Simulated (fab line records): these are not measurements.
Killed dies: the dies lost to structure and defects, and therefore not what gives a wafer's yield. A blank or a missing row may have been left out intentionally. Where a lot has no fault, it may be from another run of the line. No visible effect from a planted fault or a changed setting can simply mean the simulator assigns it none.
Which tool is to blame?	flow berkeley cmos170	42 wafers from 14 lots sampled at 2 of the route's 331 steps

## WHAT EACH GAUGE READ, for each wafer
UCB170_V1_CD_MEAS_12 targets a cd of 700 nm.
lot	measured	on	cd nm (nm)
L975	day 8 10:07	cd sem-02	700.0 698.1 699.2
L978	day 8 18:22	cd sem-02	698.4 698.7 698.4
L976	day 8 22:29	cd sem-02	701.8 700.6 701.2
L977	day 8 23:22	cd sem-01	699.4 698.7 699.1
L982	day 9 22:06	cd sem-01	714.2 713.9 713.2 714.3 713.8 712.7
L980	day 9 22:07	cd sem-02	698.0 700.1 698.9
L984	day 10 14:07	cd sem-02	711.0 711.3 712.0 711.2 711.8 711.8
L988	day 11 09:16	cd sem-01	696.7 697.9 696.8
L997	day 12 23:01	cd sem-02	700.3 700.3 700.2
L993	day 12 23:49	cd sem-01	702.5 701.2 700.6
L995	day 13 02:26	cd sem-01	701.9 700.6 700.6
L994	day 13 03:59	cd sem-01	700.3 701.5 699.4
L996	day 13 04:14	cd sem-01	698.2 701.1 699.9
L998	day 13 11:23	cd sem-01	699.3 699.5 699.3

## WHAT TOOL EACH LOT RAN ON (gives the tool, then ch and the chambers of the sampled wafers, and finally the start)
lot	UCB170_V1_PEB_10
L975	litho track-04 ch 0, day 8 09:51
L978	litho track-04 ch 0, day 8 18:06
L976	litho track-01 ch 0, day 8 22:13
L977	litho track-04 ch 0, day 8 23:05
L982	litho track-04 ch 0, day 9 21:50
L980	litho track-03 ch 0, day 9 21:51
L984	litho track-04 ch 0, day 10 13:51
L988	litho track-01 ch 0, day 11 09:00
L997	litho track-04 ch 0, day 12 22:44
L993	litho track-03 ch 0, day 12 23:32
L995	litho track-03 ch 0, day 13 02:10
L994	litho track-04 ch 0, day 13 03:43
L996	litho track-04 ch 0, day 13 03:58
L998	litho track-03 ch 0, day 13 11:00
- UCB170_V1_PEB_10

## WHAT THE TOOLS THEMSELVES READ (means of the sampled wafers that have a number; where no wafer has one, the mark that the record gives instead)
UCB170_V1_PEB_10.
lot	tool	heater power total W (W)	plate temp C (C)
L975	litho track-04	56.77	129.90
L978	litho track-04	56.83	129.84
L976	litho track-01	56.80	130.13
L977	litho track-04	56.84	130.02
L982	litho track-04	58.08	132.22
L980	litho track-03	56.75	130.17
L984	litho track-04	58.02	132.24
L988	litho track-01	56.79	130.10
L997	litho track-04	56.81	130.11
L993	litho track-03	56.80	130.01
L995	litho track-03	56.82	130.03
L994	litho track-04	56.80	129.92
L996	litho track-04	56.81	130.02
L998	litho track-03	56.77	130.05

## THE ANSWER, worked out from the rows above alone
Rule: the lots themselves supply what counts as usual. Put in order of their means at a reading, lots are off if they are a third of the lots or fewer, leave a main group of 4 or more, and stand apart from it by a gap of 3 or more times the standard deviation of the main group's means; of several such gaps the widest counts. A main group is skipped when, at the precision printed for the reading in the tables above, its means are all equal. A lot without any number at a reading at which 4 lots or more have one is off too. All remaining lots with rows at the step are treated as sound. Order of review: gauges by route order, followed by the tools' own readings, for which a lot's mean as printed above is used. The first step at which some lot is off is used, and at that step the reading that is off furthest; a lot without a number counts as furthest.
Off at UCB170_V1_CD_MEAS_12 (cd nm): L982, L984. Main group: mean 699.7 nm, sd 1.2.
If a tool, at a process step before that reading, ran all the lots that are off and no sound lot after the first of them, it fits. The gauges at UCB170_V1_CD_MEAS_12 aren't tried: what is off there is off at UCB170_V1_PEB_10 too, on other tools, and a gauge's error can't cause that. Of those tried, none fits.

## WHAT WAS PUT IN BY THE SIMULATOR
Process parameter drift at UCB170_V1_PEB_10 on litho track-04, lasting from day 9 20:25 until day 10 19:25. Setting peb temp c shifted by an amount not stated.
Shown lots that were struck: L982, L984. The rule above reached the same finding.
